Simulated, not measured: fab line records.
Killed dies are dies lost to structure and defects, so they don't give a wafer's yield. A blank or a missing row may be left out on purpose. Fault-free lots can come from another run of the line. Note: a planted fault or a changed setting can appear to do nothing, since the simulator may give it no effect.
Struck lot and sound lot, side by side | flow rit cmos | 17 out of 202 route steps
Sound: wafers L907.4, L907.5, L907.6. Wafers L912.2, L912.4, L912.5 were the ones struck. The cause comes at the end.
Per side, at each step with rows, come the tool, then ch with its chambers, and then its first start. Under that, the readings that differ: sound wafers | struck wafers | difference of the means | sigmas: that difference in standard deviations of wafers without a fault.
alike: same words and numbers on both sides, and readings whose means sit less than 2 such deviations apart. not compared: any withheld reading, any reading some wafer has no value for, any bound like >300 that may hide the same value, and any number with overlapping values for which the record gives no deviation.
The two part at a step that has a row with sigmas, a row that says differs or no value, or rows on one side only. Numbers that don't overlap but have no deviation are shown without sigmas and don't part them. A reading missing from all wafers of one side parts the sides only when that side holds two or more wafers.

RIT_NWELL_TW_MEAS_10:
  struck on film metro-01, day 3 20:13; sound on film metro-01, day 2 18:49
  alike: NWELL_TW
then, 6 steps without rows for these wafers: RIT_PWELL_HMDS_00 (prime time 60 s); RIT_PWELL_COAT_01 (resist thk 1300 nm); RIT_PWELL_SOFTBAKE_02 (time 60 s); RIT_PWELL_EXPOSE_03 (exposes mask M3, target cd 43700 nm); RIT_PWELL_PEB_04; RIT_PWELL_DEVELOP_05 (develop time 68 s).
RIT_PWELL_OVL_MEAS_06:
  struck on overlay-02, day 3 21:10; sound on overlay-02, day 2 19:52
  alike: PWELL_OVL
then, 2 steps without rows for these wafers: RIT_PWELL_HARDBAKE_07 (time 120 s); RIT_PWELL_IMPLANT_08.
RIT_PWELL_STRIP_09: strips in O2, time 180 s.
  sound on plasma asher-03 ch 0,1, day 2 20:21; struck on plasma asher-01 ch 0,1, day 3 21:35
  alike: drypump motor current A
  not compared: rf hours counter h
RIT_PWELL_TW_MEAS_10:
  struck on film metro-01, day 3 21:47; sound on film metro-04, day 2 20:29
  reading  | sound       | struck      | difference | sigmas
  PWELL_TW | 949 951 952 | 925 926 921 | -27        | -2
RIT_WELLDRIVE_ANNEAL_00: time 14700 s.
  sound on furnace-03 ch 0, day 2 20:31; struck on furnace-04 ch 0, day 3 22:11
  reading                | sound                | struck               | difference | sigmas
  spike tc centre C (C)  | 1101.6 1101.4 1103.2 | 1094.5 1093.2 1093.7 | -8.3       | -7
  spike tc load C (C)    | 1129.8 1129.6 1129.0 | 1120.4 1121.5 1121.4 | -8.4       | -6
  spike tc source C (C)  | 1126.2 1127.4 1126.6 | 1119.7 1119.0 1119.2 | -7.4       | -3
  tube center temp C (C) | 1099.7 1100 1100.1   | 1091.9 1091.8 1091.9 | -8.1       | -73
  tube_center_temp_C_max | 1102.6 1103.7 1102.3 | 1095.7 1094.4 1094.6 | -8.0       | -18
RIT_WELLDRIVE_RS_MEAS_01: a four-point-probe measurement.
  struck on film metro-03, day 4 03:17; sound on film metro-01, day 3 01:40
  reading           | sound             | struck            | difference | sigmas
  NWELL_RS (ohm/sq) | 276.5 275.5 276.1 | 283.8 284.4 283.8 | +8.0       | +10
RIT_WELLDRIVE_RS_MEAS_02: a four-point-probe measurement.
  struck on film metro-03, day 4 03:24; sound on film metro-01, day 3 01:47
  reading           | sound             | struck            | difference | sigmas
  PWELL_RS (ohm/sq) | 430.6 429.7 431.0 | 440.0 440.9 441.0 | +10.2      | +7
then, 1 step without rows for these wafers: RIT_NRETRO_HMDS_00 (prime time 60 s).
RIT_M1_PROBE_99:
  struck on prober-01, day 5 13:49; sound on prober-01, day 4 08:46
  reading                                | sound                | struck               | difference | sigmas
  model.etest.nwell pinched.rs ohm sq    | 335.6 331.9 336.7    | 364.1 366.5 362.8    | +29.7      |
  model.etest.pwell pinched.rs ohm sq    | 454.3 453.6 458.2    | 474.5 473 476.3      | +19.2      |
  model.etest.pwell.rs ohm sq            | 415.5 414.6 417.8    | 418 418.9 422.3      | +4         |
  model.etest.field n.vt v (V)           | 34.83 34.21 35.09    | 35.25 35.53 35.44    | +0.70      |
  model.etest.field p metal.vt v (V)     | -30.26 -30.31 -29.89 | -27.53 -27.58 -27.25 | +2.70      |
  model.etest.field p.vt v (V)           | -12.91 -12.84 -12.88 | -12.04 -12.02 -11.91 | +0.89      |
  model.etest.diode pplus nwell.bv v (V) | 6.579 6.599 6.627    | 6.683 6.628 6.652    | +0.053     |
  model.etest.diode pplus comb.cj ff um2 | 1.987 1.986 1.982    | 2.007 2.016 2.016    | +0.028     |
  alike: killed at contacts, killed at front end, killed dies, killed open, killed short

WHERE THEY PART
Last at RIT_WELLDRIVE_RS_MEAS_02 as far as this record goes, first at RIT_PWELL_TW_MEAS_10. Later steps at which nothing parts them and some readings are alike: RIT_M1_PROBE_99.

WHY: what the simulator had put in
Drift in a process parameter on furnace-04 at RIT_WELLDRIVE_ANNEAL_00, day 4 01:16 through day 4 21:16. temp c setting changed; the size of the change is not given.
